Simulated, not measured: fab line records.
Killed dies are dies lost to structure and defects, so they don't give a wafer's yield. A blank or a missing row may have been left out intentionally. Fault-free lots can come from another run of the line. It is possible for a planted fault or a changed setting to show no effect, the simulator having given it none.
fab line records ; flow rit-cmos
record: lots: 16; wafers: 48; last-day: 7
route steps=202 shown NRETRO@56
lots untouched by any fault: they come from a run of this same line in which no faults occurred
start-h: the number of hours between the record's first day and the start of the first shown wafer of the lot ; wait-h: hours from the lot's prior step to this one ; " same as the row above ; L1.1+2: a single row standing in for several wafers ; - no value, or no start given ; * or withheld: withheld ; < > ~ a bound
route shown NAME@n: names a module that has steps shown in the file, with the first one's number in the route ; usual: mean/standard deviation taken from wafers without a fault ; same: alike in all rows ; chamber/n: place in a boat ; sites: readings site by site ; _std_site: standard deviation of those values ; _edge_site: the outer-site mean with the inner-site mean subtracted ; radius-mm: for every site, how far away it sits from the centre of the wafer ; mask NAME#n: copy n ; behind: the last tool/chamber to shape the wafer ; hold: cause of the lot's hold/its duration in hours/its outcome ; device: the n, p or np transistor that did not switch ; end of line: tests of these same wafers at the route's end ; for a step that has no rows: nothing shown but its recipe ; killed: dies that structure and defects cost at the first sort, which is not the same as the wafer's yield ; map: dies across one wafer; x = killed, . = not, _ = none there
set.NAME: the setting the step ran with; set.NAME@STEP: the setting that earlier step ran with ; model.NAME: the simulator's own value behind a step, which no gauge read
steps of the route over a sample of lots; a table a step, a row a wafer
services: when a tool's chamber went out of use (start-h, in hours from the record's first day, below 0 if earlier), for how many hours, and the reason
== steps ==
step: RIT_NRETRO_EXPOSE_03
recipe: mask-id: M4; na: 0.57; target-cd-nm: 43900; dose-mj: 250
usual: focus-offset-nm: 0.0/0.61
lot.wafer;tool;chamber;start-h;wait-h;mask;focus-offset-nm
L389.1;iline-stepper-02;0;30.77;0.2;M4#0;0.8
L389.2;iline-stepper-02;0;30.77;0.2;M4#0;0.0
L389.5;iline-stepper-02;0;30.77;0.2;M4#0;0.6
L390.3;iline-stepper-01;0;35.84;0.2;M4#0;0.8
L390.4;iline-stepper-01;0;35.84;0.2;M4#0;-1.0
L390.5;iline-stepper-01;0;35.84;0.2;M4#0;-0.7
L391.1;iline-stepper-01;0;40.08;0.1;M4#0;-0.4
L391.2;iline-stepper-01;0;40.08;0.1;M4#0;-0.3
L391.6;iline-stepper-01;0;40.08;0.1;M4#0;0.5
L392.3;iline-stepper-01;0;44.27;0.1;M4#0;0.0
L392.5;iline-stepper-01;0;44.27;0.1;M4#0;0.4
L392.6;iline-stepper-01;0;44.27;0.1;M4#0;-0.2
L393.1;iline-stepper-01;0;49.57;0.1;M4#0;0.0
L393.4;iline-stepper-01;0;49.57;0.1;M4#0;-0.4
L393.5;iline-stepper-01;0;49.57;0.1;M4#0;0.2
L394.1;iline-stepper-01;0;55.57;0.1;M4#0;1.2
L394.2;iline-stepper-01;0;55.57;0.1;M4#0;0.1
L394.5;iline-stepper-01;0;55.57;0.1;M4#0;0.2
L395.2;iline-stepper-01;0;60.93;0.1;M4#0;-1.2
L395.3;iline-stepper-01;0;60.93;0.1;M4#0;-1.5
L395.6;iline-stepper-01;0;60.93;0.1;M4#0;-0.5
L398.1;iline-stepper-02;0;76.03;0.2;M4#0;-0.7
L398.3;iline-stepper-02;0;76.03;0.2;M4#0;-0.5
L398.5;iline-stepper-02;0;76.03;0.2;M4#0;0.1
L401.4;iline-stepper-02;0;92.05;0.3;M4#0;-0.8
L401.5;iline-stepper-02;0;92.05;0.3;M4#0;0.1
L401.6;iline-stepper-02;0;92.05;0.3;M4#0;-0.8
L402.1;iline-stepper-02;0;95.47;0.1;M4#0;0.2
L402.4;iline-stepper-02;0;95.47;0.1;M4#0;0.9
L402.6;iline-stepper-02;0;95.47;0.1;M4#0;0.4
L404.1;iline-stepper-02;0;105.38;0.2;M4#0;-0.6
L404.5;iline-stepper-02;0;105.38;0.2;M4#0;0.5
L404.6;iline-stepper-02;0;105.38;0.2;M4#0;0.2
L405.1;iline-stepper-02;0;110.45;0.1;M4#0;0.4
L405.3;iline-stepper-02;0;110.45;0.1;M4#0;-0.6
L405.5;iline-stepper-02;0;110.45;0.1;M4#0;-0.6
L406.2;iline-stepper-02;0;116.61;0.1;M4#0;0.9
L406.3;iline-stepper-02;0;116.61;0.1;M4#0;0.3
L406.6;iline-stepper-02;0;116.61;0.1;M4#0;0.9
L408.2;iline-stepper-02;0;125.52;0.2;M4#0;0.7
L408.3;iline-stepper-02;0;125.52;0.2;M4#0;0.5
L408.4;iline-stepper-02;0;125.52;0.2;M4#0;0.2
L409.2;iline-stepper-02;0;131.01;0.1;M4#0;-1.0
L409.4;iline-stepper-02;0;131.01;0.1;M4#0;-0.3
L409.5;iline-stepper-02;0;131.01;0.1;M4#0;-0.9
L412.1;iline-stepper-02;0;144.64;0.2;M4#0;0.0
L412.3;iline-stepper-02;0;144.64;0.2;M4#0;-0.7
L412.4;iline-stepper-02;0;144.64;0.2;M4#0;0.3
step: RIT_NRETRO_OVL_MEAS_06
usual: NRETRO_OVL: 0.1/1.3
lot.wafer;tool;chamber;start-h;wait-h;NRETRO_OVL[nm]
L389.1;overlay-01;-;31.20;-;0.7
L389.2;overlay-01;-;31.20;-;-0.3
L389.5;overlay-01;-;31.20;-;-0.3
L390.3;overlay-01;-;36.24;-;0.5
L390.4;overlay-01;-;36.24;-;-0.3
L390.5;overlay-01;-;36.24;-;1.0
L391.1;overlay-02;-;40.51;-;-1.5
L391.2;overlay-02;-;40.51;-;-0.2
L391.6;overlay-02;-;40.51;-;1.4
L392.3;overlay-01;-;44.67;-;-301.8
L392.5;overlay-01;-;44.67;-;-301.0
L392.6;overlay-01;-;44.67;-;-301.4
L393.1;overlay-01;-;50.00;-;-299.9
L393.4;overlay-01;-;50.00;-;-299.3
L393.5;overlay-01;-;50.00;-;-300.1
L394.1;overlay-02;-;56.00;-;-298.9
L394.2;overlay-02;-;56.00;-;-299.4
L394.5;overlay-02;-;56.00;-;-301.5
L395.2;overlay-02;-;61.34;-;-298.5
L395.3;overlay-02;-;61.34;-;-298.7
L395.6;overlay-02;-;61.34;-;-298.2
L398.1;overlay-02;-;76.48;-;0.7
L398.3;overlay-02;-;76.48;-;1.4
L398.5;overlay-02;-;76.48;-;3.6
L401.4;overlay-01;-;92.44;-;2.1
L401.5;overlay-01;-;92.44;-;1.3
L401.6;overlay-01;-;92.44;-;1.3
L402.1;overlay-01;-;95.90;-;1.7
L402.4;overlay-01;-;95.90;-;2.0
L402.6;overlay-01;-;95.90;-;1.5
L404.1;overlay-01;-;105.81;-;-2.3
L404.5;overlay-01;-;105.81;-;-1.3
L404.6;overlay-01;-;105.81;-;0.0
L405.1;overlay-01;-;110.88;-;0.4
L405.3;overlay-01;-;110.88;-;0.7
L405.5;overlay-01;-;110.88;-;-0.1
L406.2;overlay-01;-;117.03;-;2.7
L406.3;overlay-01;-;117.03;-;2.8
L406.6;overlay-01;-;117.03;-;1.8
L408.2;overlay-02;-;125.94;-;-0.2
L408.3;overlay-02;-;125.94;-;-0.7
L408.4;overlay-02;-;125.94;-;-0.7
L409.2;overlay-01;-;131.45;-;-2.0
L409.4;overlay-01;-;131.45;-;-2.0
L409.5;overlay-01;-;131.45;-;-3.1
L412.1;overlay-02;-;145.07;-;2.4
L412.3;overlay-02;-;145.07;-;1.3
L412.4;overlay-02;-;145.07;-;0.7
== services ==
tool;chamber;start-h;hours;kind
iline-stepper-02;-;8.76;-;consumable-replace:lamp
iline-stepper-01;-;75.50;1.7;pm
iline-stepper-01;-;91.00;2.1;pm
iline-stepper-01;-;93.08;-;consumable-replace:lamp
iline-stepper-02;-;97.59;1.7;pm
== key ==
first-sign: step: RIT_NRETRO_OVL_MEAS_06; reading: NRETRO_OVL; direction: down; sigmas: 99+; usual: 0.1; struck: -299.9
effect none on later readings
met-at RIT_NRETRO_EXPOSE_03
struck-lots L392,L393,L394,L395
tester-left-out L392,L393,L394,L395
onset-between 40.08 44.27
fault: kind: scanner-matching-overlay; tool: iline-stepper-01; chamber: -; onset-h: 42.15; steps: RIT_NRETRO_EXPOSE_03; offset: -300
tester-left-out: of these lots the tester's yield and bins aren't shown, on N5 and GAA mostly nor the transistor test; their killed dies are dies lost to structure and defects alone, not to doping, threshold or leakage, so they don't give the yield
